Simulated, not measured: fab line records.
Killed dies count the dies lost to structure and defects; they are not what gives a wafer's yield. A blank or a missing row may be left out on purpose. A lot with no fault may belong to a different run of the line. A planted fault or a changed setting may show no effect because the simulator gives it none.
Lot-split experiment | flow berkeleyCmos170 | 23 wafers read across 5 lots, on a route 331 steps long

== THE SPLIT ==
At UCB170_BACKSIDE_STRIP_03 (strips in O2), the setting powerW was moved away from the recipe's 400 W on 8 of the 23 wafers read, by -6.8% to +5.4%. This setting was run at the recipe's value on the other wafers.

Reading taken at the split's own step.

== THE READING ==
oesProductAu, in a.u., at UCB170_BACKSIDE_STRIP_03 (strips in O2). Typical for fault-free wafers on this fab line: 0.734 a.u., with standard deviation 0.004 a.u.

wafer  | tool, chamber at the split | powerW as run, W | against the recipe | oesProductAu, a.u. | against lot-mates on the recipe
L076.1 | plasmaAsher-01, 0          | 400              | recipe             | 0.731              | -
L076.2 | plasmaAsher-01, 1          | 372.9            | -6.8%              | 0.710              | -0.024
L076.3 | plasmaAsher-01, 0          | 400              | recipe             | 0.735              | -
L076.5 | plasmaAsher-01, 0          | 400              | recipe             | 0.735              | -
L076.6 | plasmaAsher-01, 1          | 372.9            | -6.8%              | 0.712              | -0.022
L080.1 | plasmaAsher-01, 1          | 400              | recipe             | 0.732              | -
L080.2 | plasmaAsher-01, 0          | 421.5            | +5.4%              | 0.750              | +0.017
L080.4 | plasmaAsher-01, 1          | 400              | recipe             | 0.736              | -
L080.5 | plasmaAsher-01, 0          | 400              | recipe             | 0.731              | -
L080.6 | plasmaAsher-01, 1          | 421.5            | +5.4%              | 0.758              | +0.025
L081.1 | plasmaAsher-02, 0          | 400              | recipe             | 0.738              | -
L081.4 | plasmaAsher-02, 0          | 400              | recipe             | 0.733              | -
L081.5 | plasmaAsher-02, 0          | 400              | recipe             | 0.735              | -
L079.1 | plasmaAsher-01, 1          | 387.4            | -3.2%              | 0.720              | -0.018
L079.2 | plasmaAsher-01, 0          | 400              | recipe             | 0.733              | -
L079.3 | plasmaAsher-01, 1          | 387.4            | -3.2%              | 0.722              | -0.016
L079.4 | plasmaAsher-01, 0          | 400              | recipe             | 0.744              | -
L079.6 | plasmaAsher-01, 0          | 400              | recipe             | 0.738              | -
L082.1 | plasmaAsher-01, 0          | 384.7            | -3.8%              | 0.722              | -0.009
L082.2 | plasmaAsher-01, 1          | 400              | recipe             | 0.729              | -
L082.3 | plasmaAsher-01, 1          | 400              | recipe             | 0.733              | -
L082.4 | plasmaAsher-01, 0          | 384.7            | -3.8%              | 0.723              | -0.008
L082.6 | plasmaAsher-01, 0          | 400              | recipe             | 0.731              | -

FIT RESULTS
A straight line over all 23 wafers: oesProductAu changes by +0.00354 a.u. for each +1% of powerW; r = +0.95; the points scatter about the line by 0.0035 a.u.
The same after taking each lot's own level away (the mean of its wafers on the recipe; 23 wafers): +0.00358 a.u. for each +1%; r = +0.95; scatter 0.0037 a.u.
That fit puts the effect of the largest move of powerW on the reading at 0.024 a.u.
Across the lots, their own levels run from 0.7310 to 0.7383 a.u., a range of 1.8 times the standard deviation given above.
Hence the lot-to-lot level has little effect on the slope; both slopes agree.
Check: for one of the wafers moved furthest among these (-6.8%), held out of the fit, the line's prediction against its lot-mates is -0.0241 a.u. It came out at -0.0237 a.u. against them.
Tool readings at the split's step, against how far the setting was moved: oesProductAu r = +0.95; stripTimeToEndpointS r = -1.00.

== OTHER SPLITS ON THESE WAFERS ==
Before the reading, these wafers also passed through other splits. Each is held against what the fit with the lots' levels taken away leaves over:
other split on the same wafers  | wafers away from the commonest value | r with oesProductAu (lot level and that fit taken away)
UCB170_PVT_IMPLANT_07 doseCm2   | 10                                   | +0.20
UCB170_GATE_PEB_10 pebTempC     | 10                                   | +0.22
UCB170_PLDD_COAT_01 resistThkNm | 7                                    | -0.07
UCB170_NLDD_PEB_04 pebTempC     | 5                                    | -0.53
UCB170_NLDD_IMPLANT_08 doseCm2  | 8                                    | +0.12
UCB170_PSD_IMPLANT_08 doseCm2   | 6                                    | +0.02

== THE WHOLE CHAIN: every reading that the file lists as answering this split, in the file's order ==
step                     | what it does | reading              | change (the file's fit)                   | r (the file's)
UCB170_BACKSIDE_STRIP_03 | strips in O2 | oesProductAu         | +0.00355 a.u. for each +1% of the setting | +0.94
UCB170_BACKSIDE_STRIP_03 | strips in O2 | stripTimeToEndpointS | withheld for each +1% of the setting      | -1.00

== FILE'S OWN FIT ==
oesProductAu changes by +0.00355 a.u. for each +1% of powerW, r = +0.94.
